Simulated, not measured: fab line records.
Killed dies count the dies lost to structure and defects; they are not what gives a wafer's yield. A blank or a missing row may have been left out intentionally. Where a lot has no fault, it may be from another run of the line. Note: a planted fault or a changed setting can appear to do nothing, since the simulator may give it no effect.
Which tool was responsible? -- flow ritCmos -- 8 lots, 24 wafers sampled, at 2 steps of a route of 202

== WHAT THE GAUGES SHOWED, per wafer ==
RIT_NSD_OVL_MEAS_06.
lot,measured,on,NSD_OVL (nm)
L661,day 3 13:14,overlay-01,1.7 0.8 -0.7
L664,day 4 02:46,overlay-01,0.1 1.6 -0.2
L666,day 4 15:14,overlay-01,-0.5 -0.9 0.2
L668,day 4 21:49,overlay-01,-0.1 0.5 -2.1
L670,day 5 08:16,overlay-01,-0.9 -0.2 -0.4
L674,day 6 02:58,overlay-02,421.7 420.2 422.2
L677,day 7 01:22,overlay-02,419.9 420.2 421.4
L682,day 8 04:02,overlay-02,0.3 2.9 1.3

== EACH LOT AND THE TOOL THAT RAN IT (in order: tool; ch and the chambers of the sampled wafers; start) ==
lot,RIT_NSD_EXPOSE_03
L661,"ilineStepper-01 ch 0, day 3 12:50"
L664,"ilineStepper-02 ch 0, day 4 02:21"
L666,"ilineStepper-01 ch 0, day 4 14:50"
L668,"ilineStepper-02 ch 0, day 4 21:26"
L670,"ilineStepper-02 ch 0, day 5 07:52"
L674,"ilineStepper-02 ch 0, day 6 02:28"
L677,"ilineStepper-02 ch 0, day 7 00:58"
L682,"ilineStepper-01 ch 0, day 8 03:38"
- RIT_NSD_EXPOSE_03: exposes mask M9, target cd 40700 nm.

== THE ANSWER, worked out from the rows above alone ==
Rule: the lots themselves supply what counts as usual. The widest of any qualifying gaps counts: lots, ordered by their means at a reading, are off when they make up no more than a third of the lots, leave a main group of 4 or more, and stand apart from it by 3 or more times the standard deviation of that group's means. If all means in a main group match to the digits the tables above print for the reading, that group is not used. Also off: a lot with no number at a reading for which 4 or more lots have one. Where the step has rows for the other lots, those lots are counted as sound.
Off: L674, L677, at RIT_NSD_OVL_MEAS_06 (NSD_OVL). The main group: mean 0.2 nm, standard deviation 0.75.
If a tool, at a process step before that reading, ran all the lots that are off and no sound lot after the first of them, it fits. Gauges at RIT_NSD_OVL_MEAS_06: tried the same way as those tools. One fits: RIT_NSD_EXPOSE_03 on ilineStepper-02. Its last sound lot is L670 (day 5 07:52), its first lot that is off L674 (day 6 02:28): a fault that began between those two fits.

== WHAT HAD BEEN PUT IN BY THE SIMULATOR ==
Scanner matching overlay: ilineStepper-02, from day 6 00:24 on, at RIT_NSD_EXPOSE_03. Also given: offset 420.
Shown lots that were struck: L674, L677. The same result came from the rule above.
